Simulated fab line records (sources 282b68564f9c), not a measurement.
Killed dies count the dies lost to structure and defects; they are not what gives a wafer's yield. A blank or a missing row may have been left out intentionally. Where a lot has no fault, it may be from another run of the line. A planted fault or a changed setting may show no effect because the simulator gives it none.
Problem report in the 8D (eight disciplines) form, filled by code	flow ritCmos	the parts of the form that need people (team, actions taken, sign-off) are left out

1. PROBLEM STATEMENT
Wafers without a fault read 2000.0 rpm, standard deviation 1.6; spinSpeedRpm at RIT_PRETRO_COAT_01 reads a mean of 1818.0 rpm on 6 wafers belonging to 2 lots. So: -99 or more standard deviations from the usual mean.
The step: resist thk 1300 nm.
First seen on wafer L661.1, day 5 09:55, on lithoTrack-01. Wafers with a number at this step in the record: 18, from 6 lots. Rule for "out" (also "out of limits"): further than 4 standard deviations from the usual mean. The rest of the wafers with a number are treated as sound.

2. WHAT IT IS, WHAT IT ISN'T
question	is	is not
which readings at this step	spinSpeedRpm	-
which lots	L661, L664	L648, L650, L668, L669
which wafers of those lots	all that have a number	-
read on which tools	lithoTrack-01	lithoTrack-02, lithoTrack-03
when	from day 5 09:55	up to then (6 sound wafers); but 6 sound wafers of L668, L669 came after

3. THE SUSPECTS, EACH WITH WHAT RULES IT OUT
Counting: a tool at a process step up to the reading stays a suspect if it ran every lot that is out and no sound lot after the first of them.
- plasmaAsher-03 at RIT_NRETRO_STRIP_09 (strips in O2, time 180 s): kept. It ran every lot that is out, first L661 (day 5 09:32), and no sound lot after that.
- lithoTrack-01 at RIT_PRETRO_COAT_01 (resist thk 1300 nm): kept. It processed each lot that is out, first L661 at day 5 09:55, and no sound lot thereafter; up to then, the last sound lot it processed was L650 at day 3 04:10. Out on those wafers are its own readings of spinSpeedRpm.
Remaining after the count are plasmaAsher-03 at RIT_NRETRO_STRIP_09 and lithoTrack-01 at RIT_PRETRO_COAT_01.

4. THE CAUSE (what the simulator had put in)
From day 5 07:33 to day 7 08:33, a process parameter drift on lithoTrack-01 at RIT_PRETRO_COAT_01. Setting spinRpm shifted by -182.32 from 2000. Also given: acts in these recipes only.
Counting leaves 2 suspects; this tool is one of them.

5. THE EFFECT CHAIN, in route order
One row per reading whose mean, taken over the struck wafers that have a number, lies over 3 standard deviations from the usual. Readings are gone through only where the record gives a usual standard deviation; hours: the median, over the lots, of the time from a lot's start at the first step in this table giving one to that lot's start at this step; sigmas: the change measured in usual standard deviations.
hours	step	reading	usual	on struck wafers	change	sigmas
0	RIT_PRETRO_COAT_01	spinSpeedRpm	2000.0 rpm	1818.0	-182.0	-99 or more
The process steps in it:
- RIT_PRETRO_COAT_01: resist thk 1300 nm.
At these later measuring or inspecting steps, every struck wafer for which the step has a row has a number for every such reading, and none has moved that far: RIT_PRETRO_OVL_MEAS_06.

6. WHAT WOULD HAVE CAUGHT IT SOONER
In this record no reading fell out of limits until day 5 09:55, 2 hours after the fault had begun at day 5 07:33.
